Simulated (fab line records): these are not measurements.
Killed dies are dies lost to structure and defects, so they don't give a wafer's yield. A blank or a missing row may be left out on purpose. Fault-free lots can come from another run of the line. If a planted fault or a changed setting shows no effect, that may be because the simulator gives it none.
A lot that was struck, set against a sound lot || flow rit-cmos || 15 out of 202 route steps
Sound: wafers L597.1, L597.3, L597.6. Wafers struck: L604.3, L604.4, L604.6. The cause comes at the end.
At each step with rows: each side's tool, then ch and its chambers, then its first start. Under that, the readings that differ: sound wafers || struck wafers || difference of the means || sigmas: that difference in standard deviations of wafers without a fault.
alike: readings with means less than 2 such deviations apart, plus words and numbers identical on both sides. not compared: withheld readings, readings lacking a value on some wafer, bounds such as >300 that could conceal the same value, and numbers that have no deviation in the record and whose values overlap.
The two part at a step that has a row with sigmas, a row that says differs or no value, or rows on one side only. Non-overlapping numbers with no deviation appear without sigmas and do not part them. A reading missing from all wafers of one side parts the sides only when that side holds two or more wafers.

RIT_ACTIVE_THK_MEAS_02:
  sound on film-metro-03 at day 3 14:03; struck on film-metro-03 at day 5 01:58
  alike: ACTIVE_OXIDE_THK
then, 1 step without rows for these wafers: RIT_ACTIVE_CVD_03 (deposits Si3N4 from SiH2Cl2/NH3, target thk 150 nm, time 1500 s).
RIT_ACTIVE_THK_MEAS_04:
  sound on film-metro-03 at day 3 15:32; struck on film-metro-01 at day 5 03:26
  alike: ACTIVE_NITRIDE_THK
then, 6 steps without rows for these wafers: RIT_ACTIVE_HMDS_05 (prime time 60 s); RIT_ACTIVE_COAT_06 (resist thk 1000 nm); RIT_ACTIVE_SOFTBAKE_07 (time 60 s); RIT_ACTIVE_EXPOSE_08 (exposes mask M1, target cd 1400 nm); RIT_ACTIVE_PEB_09; RIT_ACTIVE_DEVELOP_10 (develop time 50 s).
RIT_ACTIVE_CD_MEAS_11: the cd target is 1400 nm.
  sound on cd-sem-01 at day 3 16:26; struck on cd-sem-02 at day 5 04:29
  alike: cd-nm
then, 1 step without rows for these wafers: RIT_ACTIVE_HARDBAKE_12 (time 60 s).
RIT_ACTIVE_ETCH_13: etches Si3N4 in SF6, stops on SiO2, time 210 s, target depth 210 nm.
  sound on rie-diel-01 ch 0,2,3, day 3 16:43; struck on rie-diel-03 ch 0,3, day 5 04:43
  alike: drypump-motor-current-A, oes-product-au, rf-fwd-power-W, throttle-valve-pct
  not compared: rf-hours-counter-h
RIT_ACTIVE_STRIP_14: strips in O2, time 180 s.
  sound on plasma-asher-01 ch 0,1, day 3 16:50; struck on plasma-asher-02 ch 0,1, day 5 04:55
{"reading": "chamber-pressure-mTorr (mTorr)", "sound": "3999 3997 3998", "struck": "6000 6006 6001", "difference": "+2004", "sigmas": "+99 or more"}
  alike: drypump-motor-current-A
  not compared: rf-hours-counter-h
RIT_ACTIVE_CD_MEAS_90: the cd target is 1400 nm.
  sound on cd-sem-01 at day 3 17:01; struck on cd-sem-02 at day 5 05:04
  alike: cd-nm
RIT_M1_PROBE_99:
  sound on prober-01 at day 5 12:08; struck on prober-02 at day 6 21:50
  alike: killed-at-contacts, killed-at-front-end, killed-dies, killed-open, killed-short

WHERE THEY PART
RIT_ACTIVE_STRIP_14 only, going by this record. Later steps at which nothing parts them and some readings are alike: RIT_ACTIVE_CD_MEAS_90, RIT_M1_PROBE_99.

WHY: what the simulator had put in
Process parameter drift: plasma-asher-02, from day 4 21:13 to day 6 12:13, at RIT_ACTIVE_STRIP_14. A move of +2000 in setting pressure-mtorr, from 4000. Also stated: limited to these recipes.
